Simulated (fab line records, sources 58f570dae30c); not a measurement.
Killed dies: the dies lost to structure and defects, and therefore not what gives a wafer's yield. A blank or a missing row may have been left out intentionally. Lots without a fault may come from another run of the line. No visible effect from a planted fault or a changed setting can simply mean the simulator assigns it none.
Matching of chambers || flow berkeley-cmos170 || UCB170_GATE_ETCH_15 on rie-si-01: 4 sister chambers
The step etches poly-Si in HBr/Cl2, stops on SiO2, time 56.3 s, target depth 278.2 nm. 4 wafers are shown with their chamber, then 7 later ones without.

WAFERS, EACH WITH ITS CHAMBER
{"wafer": "L544.5", "chamber": 3, "oes-product-au (a.u.)": 0.832}
{"wafer": "L544.6", "chamber": 0, "oes-product-au (a.u.)": 0.831}
{"wafer": "L558.1", "chamber": 1, "oes-product-au (a.u.)": 0.818}
{"wafer": "L558.2", "chamber": 2, "oes-product-au (a.u.)": 0.848}

WAFERS WITH NO CHAMBER GIVEN
{"wafer": "L558.5", "oes-product-au (a.u.)": 0.827}
{"wafer": "L561.1", "oes-product-au (a.u.)": 0.834}
{"wafer": "L561.2", "oes-product-au (a.u.)": 0.842}
{"wafer": "L561.5", "oes-product-au (a.u.)": 0.845}
{"wafer": "L560.2", "oes-product-au (a.u.)": 0.850}
{"wafer": "L560.3", "oes-product-au (a.u.)": 0.829}
{"wafer": "L560.4", "oes-product-au (a.u.)": 0.840}

THE CHAMBER EACH PASSED THROUGH
{"wafer": "L558.5", "from the rows above": "can't be placed: 0 or 3 or 1", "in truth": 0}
{"wafer": "L561.1", "from the rows above": "can't be placed: 3 or 0", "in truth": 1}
{"wafer": "L561.2", "from the rows above": "can't be placed: 2 or 3 or 0", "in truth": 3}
{"wafer": "L561.5", "from the rows above": 2, "in truth": 2}
{"wafer": "L560.2", "from the rows above": 2, "in truth": 2}
{"wafer": "L560.3", "from the rows above": "can't be placed: 0 or 3", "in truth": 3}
{"wafer": "L560.4", "from the rows above": "can't be placed: 2 or 3 or 0", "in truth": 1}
Correct placement for 2 of the 7. Cannot be placed on the basis of these rows: 5; the candidates contain the true chamber in 3. 0 placed wrongly.
How it was worked out, from the rows above alone: a wafer's distance from a chamber is the root of the sum, over the readings, of the square of ((its reading less the chamber's mean) divided by the reading's scatter). The wafer belongs to the nearest chamber; if the next one is less than 2 further off, it can't be placed. A chamber's mean is the mean of its shown wafers. The scatter: with one shown wafer a chamber, the root of the mean of the squares of how far each hidden wafer lies from its nearest shown one.
